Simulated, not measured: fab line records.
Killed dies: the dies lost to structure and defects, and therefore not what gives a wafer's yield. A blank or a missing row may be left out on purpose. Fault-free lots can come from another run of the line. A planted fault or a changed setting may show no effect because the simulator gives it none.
fab line records	flow ritCmos
record lots=5	wafers=23
route steps=202 shown PSD@150 SDANNEAL@156 NSD@158 PLDD@159 SILICIDE@162 CONTACT@168 M1@190
startH: the number of hours between the record's first day and the start of the first shown wafer of the lot	waitH: how many hours have passed since the lot's step before this one	" as in the row above	L1.1+2: a single row standing in for several wafers	- no value present, or no start provided	* or withheld: withheld	< > ~ a bound
route shown NAME@n: a module of which the file shows steps, and the number in the route of the first	usual: average and standard deviation across the fault-free wafers	same: alike in all rows	chamber/n: place in a boat	sites: each site's reading	_std_site: the standard deviation of these	_edge_site: mean of outer sites minus mean of inner sites	radiusMm: for every site, how far away it sits from the centre of the wafer	mask NAME#n: copy n	behind: the most recent tool/chamber to have shaped the wafer	hold: why the lot went on hold/how many hours it stayed there/how the hold came to an end	device: names the non-switching transistor (n, p or np)	end of line: the route-end tests of the same wafers	step lacking rows: just its recipe	killed: dies that structure and defects cost at the first sort, which is not the same as the wafer's yield	map: a wafer's dies, marking killed ones x, the rest . and places with no die _
set.NAME: the setting the step ran with; set.NAME@STEP: the setting that earlier step ran with	model.NAME: the simulator's own value behind a step, which no gauge read
lots where settings were altered on purpose, with a table for each step and a row for each wafer
## steps
# step RIT_PSD_IMPLANT_08
# recipe species=BF2	energyKev=27	doseCm2=5e+15	tiltDeg=7
lot.wafer	tool	chamber	startH	waitH	set.doseCm2
L078.1+2	implanter-03	0	72.63	0.1	5e+15
L078.3+5+6	"	0	"	"	5.227e+15
L080.1+5+6	implanter-01	0	80.89	0.1	5e+15
L081.1+2+4+5+6	implanter-04	0	85.13	0.1	5e+15
L084.1+2+3+4+5	implanter-04	0	103.64	0.1	5e+15
L085.1+2+4	implanter-03	0	108.36	0.1	5e+15
L085.5+6	"	0	"	"	5.303e+15
# step RIT_PSD_STRIP_09
# recipe chemistry=O2	timeS=180	resist=NOVOLAK	platenTempC=withheld	powerW=500	pressureMtorr=4000	o2FlowSccm=4000
# step RIT_SDANNEAL_RTA_03
# recipe tempC=1050	timeS=5	idleTempC=600	rampUpCPerS=342	rampDownCPerS=171	coolToC=600	ambient=N2
# step RIT_SDANNEAL_RS_MEAS_05
# recipe thkMeasGauge=four-point-probe
# usual NSD_RS=84.54/0.25
lot.wafer	tool	chamber	startH	waitH	set.doseCm2@NSD_IMPLANT_08	NSD_RS[ohm/sq]
L078.1	filmMetro-02	-	73.56	0.1	1e+15	84.77
L078.2	"	-	"	"	1e+15	84.74
L078.3	"	-	"	"	9.793e+14	86.11
L078.5	"	-	"	"	9.793e+14	85.87
L078.6	"	-	"	"	1e+15	84.43
L080.1	filmMetro-01	-	81.82	0.1	1e+15	84.92
L080.5	"	-	"	"	1e+15	84.90
L080.6	"	-	"	"	1e+15	84.57
L081.1	filmMetro-02	-	103.88	17.9	1e+15	85.16
L081.2	"	-	"	"	1e+15	84.93
L081.4	"	-	"	"	1e+15	84.89
L081.5	"	-	"	"	1e+15	84.86
L081.6	"	-	"	"	1e+15	84.57
L084.1	filmMetro-03	-	104.58	0.1	1e+15	84.46
L084.2	"	-	"	"	1e+15	84.09
L084.3	"	-	"	"	1e+15	84.37
L084.4	"	-	"	"	1e+15	84.40
L084.5	"	-	"	"	1e+15	84.40
L085.1	filmMetro-01	-	109.31	0.1	1.033e+15	81.87
L085.2	"	-	"	"	1e+15	84.06
L085.4	"	-	"	"	1e+15	84.14
L085.5	"	-	"	"	1.033e+15	82.00
L085.6	"	-	"	"	1e+15	84.34
# step RIT_SDANNEAL_RS_MEAS_06
# recipe thkMeasGauge=four-point-probe
# usual PLDD_RS=178.5/0.54
lot.wafer	tool	chamber	startH	waitH	set.doseCm2@PLDD_IMPLANT_08	PLDD_RS[ohm/sq]
L078.1	filmMetro-02	-	73.68	0.1	9e+14	177.8
L078.2	"	-	"	"	9.388e+14	174.2
L078.3	"	-	"	"	9.388e+14	174.4
L078.5	"	-	"	"	9.388e+14	174.3
L078.6	"	-	"	"	9e+14	178.6
L080.1	filmMetro-01	-	81.94	0.1	9e+14	179.1
L080.5	"	-	"	"	9e+14	179.4
L080.6	"	-	"	"	9e+14	179.1
L081.1	filmMetro-02	-	104.00	0.1	9e+14	178.7
L081.2	"	-	"	"	9e+14	179.1
L081.4	"	-	"	"	9e+14	178.9
L081.5	"	-	"	"	9e+14	178.7
L081.6	"	-	"	"	9e+14	178.9
L084.1	filmMetro-03	-	104.70	0.1	9e+14	177.9
L084.2	"	-	"	"	8.69e+14	181.1
L084.3	"	-	"	"	9e+14	177.7
L084.4	"	-	"	"	9e+14	177.7
L084.5	"	-	"	"	8.69e+14	181.3
L085.1	filmMetro-01	-	109.43	0.1	9.571e+14	173.8
L085.2	"	-	"	"	9e+14	179.0
L085.4	"	-	"	"	9.571e+14	173.3
L085.5	"	-	"	"	9e+14	178.6
L085.6	"	-	"	"	9e+14	179.0
# step RIT_SILICIDE_SPUTTER_01
# recipe material=Ti	targetThkNm=30	powerW=350	chamberPressurePa=0.667	gas=Ar	timeS=240	substrateTempC=25
lot.wafer	tool	chamber	startH	waitH	set.chamberPressurePa
L078.1+2+3+5+6	pvdSputter-03	-	73.94	0.0	0.6203
L080.1+5+6	pvdSputter-03	-	82.20	0.0	0.667
L081.1+2+4+5+6	pvdSputter-02	-	104.25	0.0	0.7375
L084.1+2+3+4+5	pvdSputter-03	-	104.96	0.0	0.667
L085.1+2+4+5+6	pvdSputter-02	-	109.68	0.0	0.667
# step RIT_SILICIDE_RS_MEAS_02
# recipe thkMeasGauge=four-point-probe	reads=Ti_of_SILICIDE_SPUTTER_01
# usual SILICIDE_TI_RS=47.4/0.8
lot.wafer	tool	chamber	startH	waitH	set.chamberPressurePa@SILICIDE_SPUTTER_01	SILICIDE_TI_RS[ohm/sq]
L078.1	filmMetro-03	-	74.09	0.1	0.6203	40.4
L078.2	"	-	"	"	0.6203	40.4
L078.3	"	-	"	"	0.6203	41.6
L078.5	"	-	"	"	0.6203	41.0
L078.6	"	-	"	"	0.6203	41.7
L080.1	filmMetro-04	-	82.35	0.1	0.667	46.5
L080.5	"	-	"	"	0.667	46.9
L080.6	"	-	"	"	0.667	47.0
L081.1	filmMetro-04	-	104.40	0.1	0.7375	60.0
L081.2	"	-	"	"	0.7375	60.7
L081.4	"	-	"	"	0.7375	59.5
L081.5	"	-	"	"	0.7375	59.0
L081.6	"	-	"	"	0.7375	60.3
L084.1	filmMetro-04	-	105.11	0.1	0.667	45.8
L084.2	"	-	"	"	0.667	47.2
L084.3	"	-	"	"	0.667	45.6
L084.4	"	-	"	"	0.667	47.2
L084.5	"	-	"	"	0.667	45.9
L085.1	filmMetro-04	-	109.83	0.1	0.667	47.4
L085.2	"	-	"	"	0.667	47.3
L085.4	"	-	"	"	0.667	47.7
L085.5	"	-	"	"	0.667	47.9
L085.6	"	-	"	"	0.667	47.3
# step RIT_CONTACT_CVD_00
# recipe material=SiO2	targetThkNm=400	precursor=TEOS	tempC=390	timeS=61	rfW=400
lot.wafer	tool	chamber	startH	waitH	set.timeS	model.SiO2_of_CONTACT_CVD_00.thkNm
L078.1	pecvd-03	2	74.44	0.1	54.15	351.3
L078.2	"	0	"	"	61	399.3
L078.3	"	1	"	"	61	403.1
L078.5	"	1	"	"	54.15	361.4
L078.6	"	0	"	"	54.15	361.6
L080.1	pecvd-04	1	82.71	0.1	61	396.2
L080.5	"	0	"	"	61	409.7
L080.6	"	2	"	"	61	408.3
L081.1	pecvd-04	1	104.76	0.1	52.08	333.2
L081.2	"	2	"	"	52.08	331.4
L081.4	"	2	"	"	61	399.7
L081.5	"	1	"	"	61	395
L081.6	"	0	"	"	61	397
L084.1	pecvd-03	2	105.46	0.1	61	385.1
L084.2	"	1	"	"	61	396.2
L084.3	"	0	"	"	61	392.6
L084.4	"	0	"	"	61	399.9
L084.5	"	1	"	"	61	399.4
L085.1	pecvd-01	1	110.19	0.1	61	401.6
L085.2	"	2	"	"	58.66	383.9
L085.4	"	2	"	"	61	404.9
L085.5	"	0	"	"	61	405.7
L085.6	"	1	"	"	58.66	389.7
# step RIT_CONTACT_THK_MEAS_01
# recipe reads=SiO2_of_CONTACT_CVD_00
# usual CONTACT_TEOS_THK=400/6.2
lot.wafer	tool	chamber	startH	waitH	set.timeS@CONTACT_CVD_00	CONTACT_TEOS_THK[nm]
L078.1	filmMetro-01	-	74.49	0.0	54.15	351
L078.2	"	-	"	"	61	399
L078.3	"	-	"	"	61	403
L078.5	"	-	"	"	54.15	361
L078.6	"	-	"	"	54.15	362
L080.1	filmMetro-01	-	82.76	0.0	61	396
L080.5	"	-	"	"	61	410
L080.6	"	-	"	"	61	408
L081.1	filmMetro-02	-	104.81	0.0	52.08	333
L081.2	"	-	"	"	52.08	332
L081.4	"	-	"	"	61	399
L081.5	"	-	"	"	61	395
L081.6	"	-	"	"	61	397
L084.1	filmMetro-01	-	105.51	0.0	61	385
L084.2	"	-	"	"	61	396
L084.3	"	-	"	"	61	393
L084.4	"	-	"	"	61	400
L084.5	"	-	"	"	61	399
L085.1	filmMetro-04	-	110.24	0.0	61	401
L085.2	"	-	"	"	58.66	384
L085.4	"	-	"	"	61	405
L085.5	"	-	"	"	61	406
L085.6	"	-	"	"	58.66	390
# step RIT_M1_EXPOSE_06
# recipe maskId=M12	na=0.6	sourceShape=conventional	sigmaOuter=0.5	targetCdNm=2600	doseMj=250
lot.wafer	tool	chamber	startH	waitH	mask	set.doseMj
L078.1+6	ilineStepper-02	0	77.78	0.1	M12#0	256.9
L078.2+3+5	"	0	"	"	M12#0	250
L080.1+5+6	ilineStepper-01	0	86.11	0.2	M12#0	250
L081.1+2+4	ilineStepper-02	0	107.90	0.1	M12#0	250
L081.5+6	"	0	"	"	M12#0	235.3
L084.1+4+5	ilineStepper-02	0	108.84	0.1	M12#0	250
L084.2+3	"	0	"	"	M12#0	242.8
L085.1+2+6	ilineStepper-02	0	113.61	0.1	M12#0	250
L085.4+5	"	0	"	"	M12#0	241.8
# step RIT_M1_PEB_07
# recipe resist=NOVOLAK	tempC=withheld	timeS=withheld
# step RIT_M1_DEVELOP_08
# recipe resist=NOVOLAK	developTimeS=68	devTempC=23
# step RIT_M1_CD_MEAS_09
# recipe targetCdNm=2600
# usual cdNm=2599.9/2.4
lot.wafer	tool	chamber	startH	waitH	set.doseMj@M1_EXPOSE_06	cdNm
L078.1	cdSem-01	-	78.21	-	256.9	2586.9
L078.2	"	-	"	"	250	2597.2
L078.3	"	-	"	"	250	2596.5
L078.5	"	-	"	"	250	2595.7
L078.6	"	-	"	"	256.9	2593.2
L080.1	cdSem-02	-	86.54	-	250	2598.1
L080.5	"	-	"	"	250	2600.0
L080.6	"	-	"	"	250	2598.4
L081.1	cdSem-01	-	108.33	-	250	2600.5
L081.2	"	-	"	"	250	2601.6
L081.4	"	-	"	"	250	2599.0
L081.5	"	-	"	"	235.3	2616.1
L081.6	"	-	"	"	235.3	2616.5
L084.1	cdSem-02	-	109.41	-	250	2601.8
L084.2	"	-	"	"	242.8	2612.8
L084.3	"	-	"	"	242.8	2612.7
L084.4	"	-	"	"	250	2602.3
L084.5	"	-	"	"	250	2602.2
L085.1	cdSem-02	-	114.04	-	250	2597.9
L085.2	"	-	"	"	250	2597.8
L085.4	"	-	"	"	241.8	2608.1
L085.5	"	-	"	"	241.8	2606.3
L085.6	"	-	"	"	250	2596.1
# step RIT_M1_HARDBAKE_11
# recipe resist=NOVOLAK	tempC=140	timeS=120
# step RIT_M1_METAL_ETCH_12
# recipe stopOn=SiO2	chemistry=Cl2/BCl3	target=Al	timeS=165	overEtchFrac=0.5	pressureMtorr=100	targetDepthA=6000	rfW=250	Cl2_flow_sccm=60	bcl3FlowSccm=50
lot.wafer	tool	chamber	startH	waitH	set.timeS@CONTACT_CVD_00	set.doseMj@M1_EXPOSE_06	model.SiO2_of_CONTACT_CVD_00.thkNm	model.M1.cdNm
L078.1	rieMetal-04	0	78.62	0.2	54.15	256.9	314.2	2588
L078.2	"	1	"	"	61	250	364.3	2602
L078.3	"	0	"	"	61	250	366.5	2597
L078.5	"	1	"	"	54.15	250	326.4	2600
L078.6	"	0	"	"	54.15	256.9	324.7	2593
L080.1	rieMetal-03	0	86.94	0.2	61	250	359.1	2595
L080.5	"	1	"	"	61	250	373.2	2601
L080.6	"	0	"	"	61	250	371.1	2595
L081.1	rieMetal-03	1	108.98	0.2	52.08	250	295.3	2598
L081.2	"	0	"	"	52.08	250	292.7	2600
L081.4	"	0	"	"	61	250	360.7	2596
L081.5	"	0	"	"	61	235.3	356.3	2614
L081.6	"	1	"	"	61	235.3	359.2	2616
L084.1	rieMetal-04	0	109.81	0.2	61	250	347.9	2603
L084.2	"	1	"	"	61	242.8	361.2	2617
L084.3	"	1	"	"	61	242.8	357.6	2619
L084.4	"	0	"	"	61	250	362.7	2603
L084.5	"	1	"	"	61	250	364.2	2606
L085.1	rieMetal-02	0	114.44	0.2	61	250	364.9	2595
L085.2	"	1	"	"	58.66	250	344.8	2595
L085.4	"	0	"	"	61	241.8	367.9	2604
L085.5	"	0	"	"	61	241.8	368.8	2603
L085.6	"	1	"	"	58.66	250	350.6	2595
# step RIT_M1_STRIP_13
# recipe chemistry=nmp	resist=NOVOLAK	tempC=80	timeS=600	dry=n2Spin
lot.wafer	tool	chamber	startH	waitH	set.timeS
L078.1+2+3+5+6	-	-	-	0.1	568
L080.1+5+6	wetBench-01	3	87.11	0.1	600
L081.1+2+4+5+6	-	-	-	0.1	626.7
L084.1+2+3+4+5	-	-	-	0.1	543.1
L085.1+2+4+5+6	-	-	-	0.1	634.5
# step RIT_M1_STRIP_14
# recipe chemistry=O2	timeS=180	platenTempC=withheld	powerW=500	pressureMtorr=4000	o2FlowSccm=4000
# step RIT_M1_CD_MEAS_90
# recipe targetCdNm=2600
# usual cdNm=2599/3.5
lot.wafer	tool	chamber	startH	waitH	set.doseMj@M1_EXPOSE_06	cdNm
L078.1	cdSem-01	-	79.13	0.1	256.9	2588
L078.2	"	-	"	"	250	2602
L078.3	"	-	"	"	250	2597
L078.5	"	-	"	"	250	2600
L078.6	"	-	"	"	256.9	2593
L080.1	cdSem-01	-	87.46	0.1	250	2595
L080.5	"	-	"	"	250	2601
L080.6	"	-	"	"	250	2595
L081.1	cdSem-01	-	109.50	0.1	250	2598
L081.2	"	-	"	"	250	2600
L081.4	"	-	"	"	250	2597
L081.5	"	-	"	"	235.3	2614
L081.6	"	-	"	"	235.3	2616
L084.1	cdSem-02	-	110.34	0.1	250	2603
L084.2	"	-	"	"	242.8	2618
L084.3	"	-	"	"	242.8	2619
L084.4	"	-	"	"	250	2603
L084.5	"	-	"	"	250	2607
L085.1	cdSem-02	-	114.95	0.1	250	2595
L085.2	"	-	"	"	250	2594
L085.4	"	-	"	"	241.8	2604
L085.5	"	-	"	"	241.8	2603
L085.6	"	-	"	"	250	2595
## key
split step=RIT_PSD_IMPLANT_08	setting=doseCm2	stated=5e+15	by=wafer
response none clear
split step=RIT_SILICIDE_SPUTTER_01	setting=chamberPressurePa	stated=0.667	by=lot
response step=RIT_SILICIDE_RS_MEAS_02	reading=SILICIDE_TI_RS	change=+1.1	per=1%	r=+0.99
split step=RIT_CONTACT_CVD_00	setting=timeS	stated=61	by=wafer
response step=RIT_CONTACT_CVD_00	reading=model.SiO2_of_CONTACT_CVD_00.thkNm	change=+4.23	per=1%	r=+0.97
response step=RIT_CONTACT_THK_MEAS_01	reading=CONTACT_TEOS_THK	change=+4.23	per=1%	r=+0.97
response step=RIT_M1_METAL_ETCH_12	reading=model.SiO2_of_CONTACT_CVD_00.thkNm	change=+4.26	per=1%	r=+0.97
split step=RIT_M1_EXPOSE_06	setting=doseMj	stated=250	by=wafer
response step=RIT_M1_CD_MEAS_09	reading=cdNm	change=-2.86	per=1%	r=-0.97
response step=RIT_M1_METAL_ETCH_12	reading=model.M1.cdNm	change=-3.15	per=1%	r=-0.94
response step=RIT_M1_CD_MEAS_90	reading=cdNm	change=-3.15	per=1%	r=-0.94
split step=RIT_M1_STRIP_13	setting=timeS	stated=600	by=lot
response none clear
split outsideThisFile step=RIT_PLDD_IMPLANT_08 setting=doseCm2
split outsideThisFile step=RIT_NSD_IMPLANT_08 setting=doseCm2
# split outsideThisFile: this setting was split too, and the file shows its column; the key of that split is in another file
